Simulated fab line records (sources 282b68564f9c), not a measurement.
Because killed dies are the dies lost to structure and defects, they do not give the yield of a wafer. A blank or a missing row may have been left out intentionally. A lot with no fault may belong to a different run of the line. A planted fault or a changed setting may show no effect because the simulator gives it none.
The tool behind it: which one? ; flow rit cmos ; Sampling: 6 lots, 18 wafers, 2 of 202 route steps

## WHAT THE GAUGES READ, wafer by wafer
RIT_GATE_CD_MEAS_16 targets a cd of 150 nm.
lot;measured;on;cd nm (nm)
L990;day 2 22:17;cd sem-02;151.3 151.3 149.3
L992;day 3 08:02;cd sem-02;148.3 148.0 144.7
L994;day 3 19:43;cd sem-02;148.8 146.1 147.0
L997;day 4 10:13;cd sem-02;163.1 165.2 165.4
L108;day 6 16:29;cd sem-01;152.2 149.9 148.6
L110;day 7 02:53;cd sem-02;149.1 151.2 150.4

## WHICH TOOL RAN EACH LOT (tool, then ch and the chambers of the sampled wafers, then the start)
lot;RIT_GATE_EXPOSE_13
L990;iline stepper-02 ch 0, day 2 21:53
L992;iline stepper-02 ch 0, day 3 07:38
L994;iline stepper-01 ch 0, day 3 19:18
L997;iline stepper-01 ch 0, day 4 09:49
L108;iline stepper-02 ch 0, day 6 16:05
L110;iline stepper-01 ch 0, day 7 02:29
- RIT_GATE_EXPOSE_13: exposes mask M6, target cd 150 nm.

## THE ANSWER, worked out from the rows above alone
Rule: the usual values come from the lots themselves. Put in order of their means at a reading, lots are off if they are a third of the lots or fewer, leave a main group of 4 or more, and stand apart from it by a gap of 3 or more times the standard deviation of the main group's means; of several such gaps the widest counts. If all means in a main group match to the digits the tables above print for the reading, that group is not used. Also off: a lot with no number at a reading for which 4 or more lots have one. Where the step has rows for the other lots, those lots are counted as sound.
Off, at RIT_GATE_CD_MEAS_16 on cd nm: L997. Main group: mean 149.1 nm, sd 1.6.
If a tool, at a process step before that reading, ran all the lots that are off and no sound lot after the first of them, it fits. The gauges at RIT_GATE_CD_MEAS_16 are tried like those tools. None of those tried fits.

## WHAT THE SIMULATOR HAD INSERTED
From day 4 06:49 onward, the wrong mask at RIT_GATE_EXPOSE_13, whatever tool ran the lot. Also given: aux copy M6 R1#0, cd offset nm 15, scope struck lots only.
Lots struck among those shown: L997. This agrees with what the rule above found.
